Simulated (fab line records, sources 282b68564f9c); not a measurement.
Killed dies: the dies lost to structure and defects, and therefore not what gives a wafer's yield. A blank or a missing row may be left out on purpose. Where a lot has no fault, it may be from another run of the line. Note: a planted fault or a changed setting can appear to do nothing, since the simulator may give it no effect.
Which tool is to blame? ; flow rit_cmos ; 15 lots, 45 wafers sampled, at 2 steps of a route of 202

WHAT THE GAUGES SHOWED, per wafer
RIT_WELLDRIVE_RS_MEAS_01: a four-point-probe measurement.
lot;measured;on;NWELL_RS (ohm/sq)
L177;day 2 09:04;film_metro-03;274.8 275.2 274.4
L179;day 2 20:40;film_metro-03;274.8 275.1 275.3
L180;day 2 21:31;film_metro-04;276.2 276.0 275.3
L182;day 3 10:13;film_metro-03;275.9 277.3 275.9
L184;day 3 17:16;film_metro-03;275.8 276.3 275.4
L185;day 4 00:08;film_metro-03;275.8 275.3 275.3
L187;day 4 07:52;film_metro-01;281.4 281.7 282.1
L189;day 4 20:54;film_metro-03;282.5 281.8 282.4
L190;day 4 21:26;film_metro-01;283.8 284.1 282.6
L191;day 5 05:05;film_metro-03;275.6 275.5 274.9
L192;day 5 10:28;film_metro-04;274.1 275.0 275.7
L195;day 6 07:52;film_metro-03;275.2 275.1 274.9
L197;day 6 19:18;film_metro-04;275.7 276.0 274.8
L199;day 7 00:52;film_metro-03;274.8 273.7 274.9
L200;day 7 08:30;film_metro-01;276.8 275.9 276.4

WHICH TOOL RAN EACH LOT (tool, then ch and the chambers of the sampled wafers, then the start)
lot;RIT_NWELL_IMPLANT_08
L177;implanter-02 ch 0, day 2 01:02
L179;implanter-01 ch 0, day 2 12:58
L180;implanter-02 ch 0, day 2 13:49
L182;implanter-02 ch 0, day 3 01:40
L184;implanter-03 ch 0, day 3 09:12
L185;implanter-02 ch 0, day 3 16:44
L187;implanter-02 ch 0, day 4 00:40
L189;implanter-02 ch 0, day 4 12:19
L190;implanter-02 ch 0, day 4 14:25
L191;implanter-01 ch 0, day 4 20:47
L192;implanter-01 ch 0, day 5 03:14
L195;implanter-01 ch 0, day 5 16:18
L197;implanter-01 ch 0, day 6 11:57
L199;implanter-01 ch 0, day 6 16:30
L200;implanter-02 ch 0, day 7 01:16
- RIT_NWELL_IMPLANT_08

WHAT THE TOOLS THEMSELVES READ (means of the sampled wafers that have a number; where no wafer has one, the mark that the record gives instead)
RIT_NWELL_IMPLANT_08.
lot;tool;beam_energy_keV;dose_ions_cm2
L177;implanter-02;169.94;5e+13
L179;implanter-01;169.98;5e+13
L180;implanter-02;170.00;5e+13
L182;implanter-02;170.02;5e+13
L184;implanter-03;169.97;5e+13
L185;implanter-02;170.00;5e+13
L187;implanter-02;170.06;5e+13
L189;implanter-02;170.00;5e+13
L190;implanter-02;169.96;5e+13
L191;implanter-01;169.95;5e+13
L192;implanter-01;169.95;5e+13
L195;implanter-01;170.00;5e+13
L197;implanter-01;169.99;5e+13
L199;implanter-01;170.00;5e+13
L200;implanter-02;170.03;5e+13

THE ANSWER, worked out from the rows above alone
Rule: the lots themselves supply what counts as usual. Put in order of their means at a reading, lots are off if they are a third of the lots or fewer, leave a main group of 4 or more, and stand apart from it by a gap of 3 or more times the standard deviation of the main group's means; of several such gaps the widest counts. Not used: any main group whose means are identical at the precision the tables above print for the reading. A lot without any number at a reading at which 4 lots or more have one is off too. The other lots that the step has rows for count as sound. After the gauges, taken in route order, come the tools' own readings; for these a lot's mean is taken, as printed above. At the first step where some lot is off, the reading lying furthest off is the one used; lots without a number count as furthest.
Off: at RIT_WELLDRIVE_RS_MEAS_01 (NWELL_RS), L187, L189, L190. The main group: mean 275.4 ohm/sq, standard deviation 0.57.
A tool fits if, at a process step before that reading, it ran every lot that is off, and no sound lot after the first of them. Gauges at RIT_WELLDRIVE_RS_MEAS_01: tried the same way as those tools. Of those tried, none fits.

WHAT THE SIMULATOR HAD PUT IN
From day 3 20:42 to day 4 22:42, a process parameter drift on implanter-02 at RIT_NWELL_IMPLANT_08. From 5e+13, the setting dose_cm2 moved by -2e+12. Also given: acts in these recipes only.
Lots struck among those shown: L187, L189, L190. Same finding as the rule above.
